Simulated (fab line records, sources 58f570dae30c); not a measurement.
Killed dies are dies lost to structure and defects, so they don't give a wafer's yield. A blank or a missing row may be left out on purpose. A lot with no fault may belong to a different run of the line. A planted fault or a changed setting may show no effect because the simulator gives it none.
Lot-split experiment + flow berkeley_cmos170 + 27 wafers read from 5 lots, route of 331 steps

== THE SPLIT ==
At UCB170_CONTACT_CVD_01 (deposits PSG from SiH4/O2/PH3, target thk 700 nm, time 2820 s), the setting time_s was moved away from the recipe's 2820 s on 18 of the 27 wafers read, by -45.9% to -20.8%. For the rest of the wafers, this setting stayed at what the recipe calls for.

== FROM THE SPLIT TO THE READING: what the file shows between them, 4 steps ==
- UCB170_CONTACT_THK_MEAS_02
- UCB170_CONTACT_HMDS_03: prime time 60 s
- UCB170_CONTACT_COAT_04: resist thk 907 nm
- UCB170_CONTACT_ETCH_17: etches BARC in N2/H2

== THE READING ==
oes_product_au, in a.u., at UCB170_CONTACT_ETCH_18 (etches PSG in CHF3/CF4/Ar, stops on TiSi2, target depth 840 nm, time 195 s). On this fab line, fault-free wafers typically give 0.901 a.u. with a standard deviation of 0.017 a.u.

| wafer  | tool, chamber at the split | time_s as run, s | against the recipe | oes_product_au, a.u. | against lot-mates on the recipe |
|--------|----------------------------|------------------|--------------------|----------------------|---------------------------------|
| L076.1 | -, -                       | 2820             | recipe             | 0.898                | -                               |
| L076.2 | -, -                       | 2820             | recipe             | 0.898                | -                               |
| L076.3 | -, -                       | 2820             | recipe             | 0.877                | -                               |
| L076.4 | -, -                       | 2820             | recipe             | 0.884                | -                               |
| L076.5 | -, -                       | 2820             | recipe             | 0.896                | -                               |
| L076.6 | -, -                       | 2820             | recipe             | 0.869                | -                               |
| L078.1 | -, -                       | 1935             | -31.4%             | 0.734                | no lot-mate on the recipe       |
| L078.2 | -, -                       | 1935             | -31.4%             | 0.731                | no lot-mate on the recipe       |
| L078.3 | -, -                       | 1935             | -31.4%             | 0.750                | no lot-mate on the recipe       |
| L078.4 | -, -                       | 1935             | -31.4%             | 0.756                | no lot-mate on the recipe       |
| L078.5 | -, -                       | 1935             | -31.4%             | 0.737                | no lot-mate on the recipe       |
| L078.6 | -, -                       | 1935             | -31.4%             | 0.755                | no lot-mate on the recipe       |
| L081.2 | lpcvd-01, 1                | 2820             | recipe             | 0.897                | -                               |
| L081.5 | lpcvd-01, 1                | 2820             | recipe             | 0.895                | -                               |
| L081.6 | lpcvd-01, 1                | 2820             | recipe             | 0.885                | -                               |
| L082.1 | -, -                       | 1526             | -45.9%             | 0.662                | no lot-mate on the recipe       |
| L082.2 | -, -                       | 1526             | -45.9%             | 0.661                | no lot-mate on the recipe       |
| L082.3 | -, -                       | 1526             | -45.9%             | 0.683                | no lot-mate on the recipe       |
| L082.4 | -, -                       | 1526             | -45.9%             | 0.687                | no lot-mate on the recipe       |
| L082.5 | -, -                       | 1526             | -45.9%             | 0.670                | no lot-mate on the recipe       |
| L082.6 | -, -                       | 1526             | -45.9%             | 0.678                | no lot-mate on the recipe       |
| L084.1 | -, -                       | 2233             | -20.8%             | 0.784                | no lot-mate on the recipe       |
| L084.2 | -, -                       | 2233             | -20.8%             | 0.814                | no lot-mate on the recipe       |
| L084.3 | -, -                       | 2233             | -20.8%             | 0.790                | no lot-mate on the recipe       |
| L084.4 | -, -                       | 2233             | -20.8%             | 0.812                | no lot-mate on the recipe       |
| L084.5 | -, -                       | 2233             | -20.8%             | 0.807                | no lot-mate on the recipe       |
| L084.6 | -, -                       | 2233             | -20.8%             | 0.812                | no lot-mate on the recipe       |

FIT RESULTS
A straight line over all 27 wafers: oes_product_au changes by +0.00468 a.u. for each +1% of time_s; r = +0.99; the points scatter about the line by 0.012 a.u.
Too few moved wafers with a lot-mate on the recipe to fit a line net of each lot's own level.

== THE WHOLE CHAIN: every reading that the file lists as answering this split, in the file's order ==
| step                       | what it does                                                               | reading                                                                       | change (the file's fit)                   | r (the file's) |
|----------------------------|----------------------------------------------------------------------------|-------------------------------------------------------------------------------|-------------------------------------------|----------------|
| UCB170_CONTACT_CVD_01      | deposits PSG from SiH4/O2/PH3, target thk 700 nm, time 2820 s              | PSG_of_CONTACT_CVD_01.thk_nm (the simulator's own value, which no gauge read) | +6.87 nm for each +1% of the setting      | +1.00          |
| UCB170_CONTACT_THK_MEAS_02 |                                                                            | CONTACT_PSG_THK                                                               | +6.87 for each +1% of the setting         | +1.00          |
| UCB170_CONTACT_ETCH_18     | etches PSG in CHF3/CF4/Ar, stops on TiSi2, target depth 840 nm, time 195 s | oes_product_au                                                                | +0.00468 a.u. for each +1% of the setting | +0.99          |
| UCB170_CONTACT_ETCH_18     | etches PSG in CHF3/CF4/Ar, stops on TiSi2, target depth 840 nm, time 195 s | CONTACT.feature_depth_nm (the simulator's own value, which no gauge read)     | +6.87 nm for each +1% of the setting      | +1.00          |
| UCB170_CONTACT_ETCH_18     | etches PSG in CHF3/CF4/Ar, stops on TiSi2, target depth 840 nm, time 195 s | etch.depth_nm (the simulator's own value, which no gauge read)                | +6.85 nm for each +1% of the setting      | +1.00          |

== FILE'S OWN FIT ==
oes_product_au changes by +0.00468 a.u. for each +1% of time_s, r = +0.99.
